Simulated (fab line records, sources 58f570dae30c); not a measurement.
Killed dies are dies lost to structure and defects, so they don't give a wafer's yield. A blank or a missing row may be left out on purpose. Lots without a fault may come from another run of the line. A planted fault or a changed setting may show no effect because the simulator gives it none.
Split-lot experiment | flow berkeley_cmos170 | 5 lots, 23 wafers read, on a route of 331 steps

THE SPLIT
At UCB170_CONTACT_CVD_01 (deposits PSG from SiH4/O2/PH3, target thk 700 nm, time 2820 s), the setting ph3_flow_sccm was moved away from the recipe's 25 sccm on 20 of the 23 wafers read, by -14.8% to +14.6%. The other wafers ran this setting at the recipe's value.

The reading is taken at the split's own step.

THE READING
PSG_of_CONTACT_CVD_01.thk_nm (the simulator's own value, which no gauge read), in nm, at UCB170_CONTACT_CVD_01 (deposits PSG from SiH4/O2/PH3, target thk 700 nm, time 2820 s). The file gives no usual value for it. The 3 wafers here that ran the recipe average 688.1 nm, standard deviation 1 nm.

wafer  | tool, chamber at the split | ph3_flow_sccm as run, sccm | against the recipe | PSG_of_CONTACT_CVD_01.thk_nm, nm | against lot-mates on the recipe
L075.1 | lpcvd-01, 1                | 25                         | recipe             | 686.6                            | -
L075.3 | lpcvd-01, 1                | 25                         | recipe             | 688.6                            | -
L075.4 | lpcvd-01, 1                | 25                         | recipe             | 689                              | -
L077.1 | -, -                       | 28.66                      | +14.6%             | 720.2                            | no lot-mate on the recipe
L077.2 | -, -                       | 28.66                      | +14.6%             | 712.1                            | no lot-mate on the recipe
L077.4 | -, -                       | 28.66                      | +14.6%             | 711.4                            | no lot-mate on the recipe
L077.5 | -, -                       | 28.66                      | +14.6%             | 715.8                            | no lot-mate on the recipe
L077.6 | -, -                       | 28.66                      | +14.6%             | 723.6                            | no lot-mate on the recipe
L078.1 | -, -                       | 23.91                      | -4.4%              | 693.9                            | no lot-mate on the recipe
L078.2 | -, -                       | 23.91                      | -4.4%              | 688.1                            | no lot-mate on the recipe
L078.4 | -, -                       | 23.91                      | -4.4%              | 692.7                            | no lot-mate on the recipe
L078.5 | -, -                       | 23.91                      | -4.4%              | 696.2                            | no lot-mate on the recipe
L078.6 | -, -                       | 23.91                      | -4.4%              | 694.5                            | no lot-mate on the recipe
L082.1 | -, -                       | 28.66                      | +14.6%             | 711.8                            | no lot-mate on the recipe
L082.2 | -, -                       | 28.66                      | +14.6%             | 706.3                            | no lot-mate on the recipe
L082.4 | -, -                       | 28.66                      | +14.6%             | 704.9                            | no lot-mate on the recipe
L082.5 | -, -                       | 28.66                      | +14.6%             | 715.4                            | no lot-mate on the recipe
L082.6 | -, -                       | 28.66                      | +14.6%             | 711                              | no lot-mate on the recipe
L083.2 | -, -                       | 21.31                      | -14.8%             | 679.7                            | no lot-mate on the recipe
L083.3 | -, -                       | 21.31                      | -14.8%             | 682.5                            | no lot-mate on the recipe
L083.4 | -, -                       | 21.31                      | -14.8%             | 682.8                            | no lot-mate on the recipe
L083.5 | -, -                       | 21.31                      | -14.8%             | 682.9                            | no lot-mate on the recipe
L083.6 | -, -                       | 21.31                      | -14.8%             | 683.3                            | no lot-mate on the recipe

THE FIT
A straight line over all 23 wafers: PSG_of_CONTACT_CVD_01.thk_nm changes by +1.08 nm for each +1% of ph3_flow_sccm; r = +0.93; the points scatter about the line by 5.3 nm.
Too few moved wafers have a lot-mate on the recipe to fit a line with each lot's own level taken away.

THE FILE'S OWN FIT
PSG_of_CONTACT_CVD_01.thk_nm changes by +1.08 nm for each +1% of ph3_flow_sccm, r = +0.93.
